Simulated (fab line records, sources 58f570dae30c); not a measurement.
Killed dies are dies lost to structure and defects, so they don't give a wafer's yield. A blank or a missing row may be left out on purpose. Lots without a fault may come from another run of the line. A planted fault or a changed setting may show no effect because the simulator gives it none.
Split-lot experiment | flow berkeley_cmos170 | 5 lots, 23 wafers read, on a route of 331 steps

THE SPLIT
At UCB170_GATE_EXPOSE_09 (exposes mask POLY, target cd 350 nm), the setting dose_mj was moved away from the recipe's 21 on 8 of the 23 wafers read, by -5.3% to +2.5%. The other wafers ran this setting at the recipe's value.

FROM THE SPLIT TO THE READING: what the file shows between them, 2 steps
- UCB170_GATE_PEB_10
- UCB170_GATE_DEVELOP_11: develop time 45 s

THE READING
cd_nm, in nm, at UCB170_GATE_CD_MEAS_12 (target cd 350 nm). Fault-free wafers of this fab line usually give 350.0 nm, standard deviation 1.7 nm.

wafer  | tool, chamber at the split | dose_mj as run | against the recipe | cd_nm, nm | against lot-mates on the recipe
L074.2 | krf_scanner-01, 0          | 21             | recipe             | 346.6     | -
L074.4 | krf_scanner-01, 0          | 21             | recipe             | 346.1     | -
L074.5 | krf_scanner-01, 0          | 21             | recipe             | 346.4     | -
L078.1 | krf_scanner-01, 0          | 21             | recipe             | 348.6     | -
L078.2 | krf_scanner-01, 0          | 21             | recipe             | 348.4     | -
L078.3 | krf_scanner-01, 0          | 21             | recipe             | 349.5     | -
L078.4 | krf_scanner-01, 0          | 21             | recipe             | 348.4     | -
L078.6 | krf_scanner-01, 0          | 21             | recipe             | 348.1     | -
L079.1 | krf_scanner-02, 0          | 21.52          | +2.5%              | 346.7     | -4.8
L079.2 | krf_scanner-02, 0          | 21             | recipe             | 351.1     | -
L079.3 | krf_scanner-02, 0          | 21             | recipe             | 351.8     | -
L079.4 | krf_scanner-02, 0          | 21.52          | +2.5%              | 347.6     | -3.9
L079.6 | krf_scanner-02, 0          | 21.52          | +2.5%              | 346.5     | -5.0
L082.1 | krf_scanner-02, 0          | 20.19          | -3.9%              | 357.2     | +6.2
L082.3 | krf_scanner-02, 0          | 20.19          | -3.9%              | 358.5     | +7.5
L082.4 | krf_scanner-02, 0          | 20.19          | -3.9%              | 358.2     | +7.2
L082.5 | krf_scanner-02, 0          | 21             | recipe             | 350.9     | -
L082.6 | krf_scanner-02, 0          | 21             | recipe             | 351.2     | -
L085.1 | krf_scanner-02, 0          | 19.89          | -5.3%              | 360.8     | +8.3
L085.2 | krf_scanner-02, 0          | 21             | recipe             | 351.7     | -
L085.3 | krf_scanner-02, 0          | 19.89          | -5.3%              | 362.0     | +9.5
L085.4 | krf_scanner-02, 0          | 21             | recipe             | 353.0     | -
L085.5 | krf_scanner-02, 0          | 21             | recipe             | 352.8     | -

THE FIT
A straight line over all 23 wafers: cd_nm changes by -1.96 nm for each +1% of dose_mj; r = -0.91; the points scatter about the line by 2.1 nm.
The same after taking each lot's own level away (the mean of its wafers on the recipe; 23 wafers): -1.75 nm for each +1%; r = -0.99; scatter 0.5 nm.
On that fit, the largest move of dose_mj shifts the reading by 9.3 nm.
The lots' own levels span 346.37 to 352.50 nm, that is 3.6 times the standard deviation above.
So the lot-to-lot level changes the slope: the two fits differ.
Check: with one of the wafers moved furthest among these (-5.3%) left out of the fit, the line predicts +9.51 nm for it against its lot-mates. It came out at +8.3 nm against them.

OTHER SPLITS ON THESE WAFERS
These wafers also went through other splits before the reading. Each is held against what the fit with the lots' levels taken away leaves over:
other split on the same wafers      | wafers away from the commonest value | r with cd_nm (lot level and that fit taken away)
UCB170_START_OXIDATION_02 ox_time_s | 15                                   | +0.18
UCB170_ZERO_STRIP_07 o2_flow_sccm   | 8                                    | +0.11
UCB170_PWELL_OXIDATION_02 temp_c    | 18                                   | -0.06
UCB170_PWELL_PEB_11 peb_temp_c      | 11                                   | -0.09
UCB170_PWELL_ETCH_14 rf_w           | 11                                   | +0.08
UCB170_ACTIVE_OXIDATION_02 temp_c   | 10                                   | -0.10
UCB170_ACTIVE_EXPOSE_10 dose_mj     | 8                                    | +0.21
UCB170_SACOX_OXIDATION_01 ox_time_s | 18                                   | +0.05
UCB170_PVT_IMPLANT_07 energy_kev    | 8                                    | -0.09

THE FILE'S OWN FIT
cd_nm changes by -1.73 nm for each +1% of dose_mj, r = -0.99.
